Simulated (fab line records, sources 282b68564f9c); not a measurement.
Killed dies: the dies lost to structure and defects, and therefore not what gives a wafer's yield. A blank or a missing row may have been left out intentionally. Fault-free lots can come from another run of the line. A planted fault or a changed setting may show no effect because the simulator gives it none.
Which tool did it? | flow rit-cmos | 45 wafers from 15 lots sampled at 5 of the route's 202 steps

## WHAT EACH GAUGE READ, for each wafer
RIT_NRETRO_TW_MEAS_10.
lot  | measured    | on            | NRETRO_TW
L631 | day 2 07:09 | film-metro-02 | 1054 1051 1054
L632 | day 2 13:17 | film-metro-01 | 1051 1052 1055
L635 | day 3 04:05 | film-metro-02 | 1052 1046 1049
L636 | day 3 07:47 | film-metro-04 | 1027 1031 1032
L637 | day 3 15:08 | film-metro-04 | 1027 1030 1025
L640 | day 4 04:26 | film-metro-04 | 1034 1032 1029
L643 | day 4 20:40 | film-metro-02 | 1042 1044 1046
L644 | day 5 04:24 | film-metro-01 | 1093 1094 1092
L646 | day 5 12:13 | film-metro-01 | 1093 1099 1097
L647 | day 5 17:25 | film-metro-01 | 1095 1094 1092
L649 | day 6 00:32 | film-metro-01 | 1055 1050 1053
L650 | day 6 08:28 | film-metro-04 | 1026 1024 1019
L651 | day 6 14:55 | film-metro-01 | 1054 1056 1061
L652 | day 6 16:57 | film-metro-02 | 1060 1061 1060
L654 | day 7 04:29 | film-metro-04 | 1030 1021 1028

RIT_SILICIDE_RS_MEAS_02: a four-point-probe measurement.
lot  | measured    | on            | SILICIDE_TI_RS (ohm/sq)
L631 | day 3 02:47 | film-metro-01 | 46.3 45.6 46.4
L632 | day 3 11:10 | film-metro-03 | 46.3 45.9 47.5
L635 | day 4 04:06 | film-metro-01 | 45.8 46.1 46.5
L636 | day 4 07:26 | film-metro-03 | 45.4 46.0 45.7
L637 | day 4 16:47 | film-metro-03 | 46.5 46.9 46.7
L640 | day 5 01:42 | film-metro-01 | 46.2 46.7 46.6
L643 | day 5 20:11 | film-metro-03 | 46.4 46.7 46.3
L644 | day 6 00:07 | film-metro-04 | 46.9 47.2 46.5
L646 | day 6 11:31 | film-metro-03 | 44.3 44.8 45.0
L647 | day 6 17:49 | film-metro-04 | 46.3 45.9 45.5
L649 | day 6 21:36 | film-metro-01 | 45.8 46.1 46.5
L650 | day 7 07:20 | film-metro-04 | 46.5 46.1 45.6
L651 | day 7 10:39 | film-metro-03 | 46.4 45.8 45.0
L652 | day 7 13:04 | film-metro-04 | 45.5 46.1 45.8
L654 | day 8 01:27 | film-metro-03 | 44.9 45.5 45.6

## TOOL THAT RAN EACH LOT (tool first, then ch and the chambers of the sampled wafers, then the start)
lot  | RIT_NRETRO_IMPLANT_08          | RIT_NRETRO_STRIP_09                 | RIT_SILICIDE_SPUTTER_01
L631 | implanter-03 ch 0, day 2 06:50 | plasma-asher-02 ch 1, day 2 06:58   | pvd-sputter-03, day 3 02:37
L632 | implanter-03 ch 0, day 2 12:59 | plasma-asher-01 ch 0,1, day 2 13:06 | pvd-sputter-04, day 3 10:59
L635 | implanter-01 ch 0, day 3 03:47 | plasma-asher-02 ch 0,1, day 3 03:56 | pvd-sputter-04, day 4 03:55
L636 | implanter-02 ch 0, day 3 07:29 | plasma-asher-02 ch 0,1, day 3 07:36 | pvd-sputter-02, day 4 07:16
L637 | implanter-03 ch 0, day 3 14:49 | plasma-asher-04 ch 0,1, day 3 14:56 | pvd-sputter-04, day 4 16:37
L640 | implanter-02 ch 0, day 4 04:07 | plasma-asher-01 ch 0,1, day 4 04:14 | pvd-sputter-03, day 5 01:32
L643 | implanter-03 ch 0, day 4 20:22 | plasma-asher-04 ch 0,1, day 4 20:32 | pvd-sputter-04, day 5 19:59
L644 | implanter-02 ch 0, day 5 03:58 | plasma-asher-02 ch 0, day 5 04:13   | pvd-sputter-02, day 5 23:56
L646 | implanter-02 ch 0, day 5 11:55 | plasma-asher-01 ch 0,1, day 5 12:04 | pvd-sputter-02, day 6 11:20
L647 | implanter-02 ch 0, day 5 17:05 | plasma-asher-01 ch 0,1, day 5 17:14 | pvd-sputter-04, day 6 17:40
L649 | implanter-01 ch 0, day 6 00:12 | plasma-asher-02 ch 0,1, day 6 00:21 | pvd-sputter-04, day 6 21:27
L650 | implanter-03 ch 0, day 6 08:08 | plasma-asher-01 ch 0,1, day 6 08:17 | pvd-sputter-02, day 7 07:11
L651 | implanter-01 ch 0, day 6 14:35 | plasma-asher-02 ch 0,1, day 6 14:44 | pvd-sputter-04, day 7 10:30
L652 | implanter-03 ch 0, day 6 16:39 | plasma-asher-04 ch 0,1, day 6 16:49 | pvd-sputter-03, day 7 12:52
L654 | implanter-01 ch 0, day 7 04:11 | plasma-asher-04 ch 0,1, day 7 04:20 | pvd-sputter-02, day 8 01:16
- RIT_NRETRO_IMPLANT_08
- RIT_NRETRO_STRIP_09: strips in O2, time 180 s.
- RIT_SILICIDE_SPUTTER_01: material Ti, target thk 30 nm, time 248.2 s.

## AS READ BY THE TOOLS THEMSELVES (means over the sampled wafers that have a number; for cases with no such wafer, the mark the record gives instead)
RIT_NRETRO_IMPLANT_08.
lot  | tool         | beam-energy-keV
L631 | implanter-03 | 70.036
L632 | implanter-03 | 69.993
L635 | implanter-01 | 69.991
L636 | implanter-02 | 70.005
L637 | implanter-03 | 70.003
L640 | implanter-02 | 69.988
L643 | implanter-03 | 69.998
L644 | implanter-02 | 79.084
L646 | implanter-02 | 79.088
L647 | implanter-02 | 79.071
L649 | implanter-01 | 69.982
L650 | implanter-03 | 70.001
L651 | implanter-01 | 70.015
L652 | implanter-03 | 70.005
L654 | implanter-01 | 69.984

RIT_NRETRO_STRIP_09.
lot  | tool            | drypump-motor-current-A (A) | o2-flow-sccm (sccm)
L631 | plasma-asher-02 | 5.1                         | 4005
L632 | plasma-asher-01 | 5.4                         | 3989
L635 | plasma-asher-02 | 5.3                         | 4004
L636 | plasma-asher-02 | 5.3                         | 4008
L637 | plasma-asher-04 | 6.3                         | 3995
L640 | plasma-asher-01 | 5.9                         | 4008
L643 | plasma-asher-04 | 6.2                         | 4003
L644 | plasma-asher-02 | 5.3                         | 4011
L646 | plasma-asher-01 | 5.9                         | 3992
L647 | plasma-asher-01 | 5.4                         | 4005
L649 | plasma-asher-02 | 5.2                         | 3991
L650 | plasma-asher-01 | 5.4                         | 4010
L651 | plasma-asher-02 | 5.2                         | 4003
L652 | plasma-asher-04 | 5.8                         | 3993
L654 | plasma-asher-04 | 5.8                         | 3991

RIT_SILICIDE_SPUTTER_01.
lot  | tool           | substrate-temp-c (C) | throttle-valve-pct (%)
L631 | pvd-sputter-03 | 24.95                | 30.0
L632 | pvd-sputter-04 | 25.01                | 29.7
L635 | pvd-sputter-04 | 25.02                | 29.5
L636 | pvd-sputter-02 | 25.06                | 30.0
L637 | pvd-sputter-04 | 25.02                | 29.0
L640 | pvd-sputter-03 | 25.03                | 29.5
L643 | pvd-sputter-04 | 24.98                | 29.3
L644 | pvd-sputter-02 | 24.87                | 30.0
L646 | pvd-sputter-02 | 25.07                | 30.1
L647 | pvd-sputter-04 | 25.00                | 29.1
L649 | pvd-sputter-04 | 25.08                | 29.2
L650 | pvd-sputter-02 | 24.92                | 30.1
L651 | pvd-sputter-04 | 24.98                | 29.5
L652 | pvd-sputter-03 | 24.94                | 30.3
L654 | pvd-sputter-02 | 25.05                | 30.1

## THE ANSWER, worked out from the rows above alone
Rule: the usual values come from the lots themselves. The widest of any qualifying gaps counts: lots, ordered by their means at a reading, are off when they make up no more than a third of the lots, leave a main group of 4 or more, and stand apart from it by 3 or more times the standard deviation of that group's means. If all means in a main group match to the digits the tables above print for the reading, that group is not used. Also off: a lot with no number at a reading for which 4 or more lots have one. All remaining lots with rows at the step are treated as sound. Order of review: gauges by route order, followed by the tools' own readings, for which a lot's mean as printed above is used. At the first step where some lot is off, the reading lying furthest off is the one used; lots without a number count as furthest.
Off: L644, L646, L647 (RIT_NRETRO_IMPLANT_08, beam-energy-keV). Main group: mean 70.000, sd 0.014.
If a tool, at that step or one of the process steps before it, ran each lot that is off and ran no sound lot following the first of them, it fits. One fits: RIT_NRETRO_IMPLANT_08 on implanter-02. Its last sound lot is L640 (day 4 04:07), its first lot that is off L644 (day 5 03:58): a fault that began between those two fits.
The tool's own readings at RIT_NRETRO_IMPLANT_08 bear it out: on the lots that are off they differ by more than 5 times the standard deviation of the sound lots' means. beam-energy-keV reads 79.081 there against 70.000 on the sound lots.

## WHAT THE SIMULATOR HAD PUT IN
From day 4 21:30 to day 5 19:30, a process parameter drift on implanter-02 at RIT_NRETRO_IMPLANT_08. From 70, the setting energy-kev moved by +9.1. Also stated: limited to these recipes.
Shown lots that were struck: L644, L646, L647. The rule above found the same.
